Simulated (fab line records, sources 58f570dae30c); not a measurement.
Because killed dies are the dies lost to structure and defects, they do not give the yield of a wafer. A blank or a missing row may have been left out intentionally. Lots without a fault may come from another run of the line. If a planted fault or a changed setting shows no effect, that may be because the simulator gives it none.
Which tool was responsible?    flow berkeley-cmos170    21 wafers from 7 lots sampled at 2 of the route's 331 steps

## WHAT THE GAUGES SHOWED, per wafer
UCB170_GATE_OVL_MEAS_13.
lot   measured      on          GATE_OVL (nm)
L256  day 7 04:35   overlay-02  -12 -9 -6
L258  day 7 16:35   overlay-02  -2 -8 -3
L260  day 8 07:10   overlay-02  7 3 -2
L267  day 9 12:59   overlay-02  9 0 5
L270  day 9 20:46   overlay-01  5 1 4
L272  day 10 17:35  overlay-02  -3 2 -4
L275  day 11 09:53  overlay-01  -8 -12 -8

## TOOL THAT RAN EACH LOT (tool first, then ch and the chambers of the sampled wafers, then the start)
lot   UCB170_GATE_ANNEAL_03
L256  furnace-01 ch 0, day 7 00:32
L258  furnace-02, day 7 11:28
L260  furnace-02 ch 0, day 8 02:40
L267  furnace-02 ch 0, day 9 08:56
L270  furnace-04 ch 0, day 9 15:50
L272  furnace-01 ch 0, day 10 11:50
L275  furnace-04 ch 0, day 11 05:08
- UCB170_GATE_ANNEAL_03: time 1800 s.

## THE ANSWER, worked out from the rows above alone
Rule: usual is defined by the lots themselves. The widest of any qualifying gaps counts: lots, ordered by their means at a reading, are off when they make up no more than a third of the lots, leave a main group of 4 or more, and stand apart from it by 3 or more times the standard deviation of that group's means. If all means in a main group match to the digits the tables above print for the reading, that group is not used. A lot without any number at a reading at which 4 lots or more have one is off too. The other lots that the step has rows for count as sound.
Nothing can be told from this: no lot is off at any reading shown.

## WHAT HAD BEEN PUT IN BY THE SIMULATOR
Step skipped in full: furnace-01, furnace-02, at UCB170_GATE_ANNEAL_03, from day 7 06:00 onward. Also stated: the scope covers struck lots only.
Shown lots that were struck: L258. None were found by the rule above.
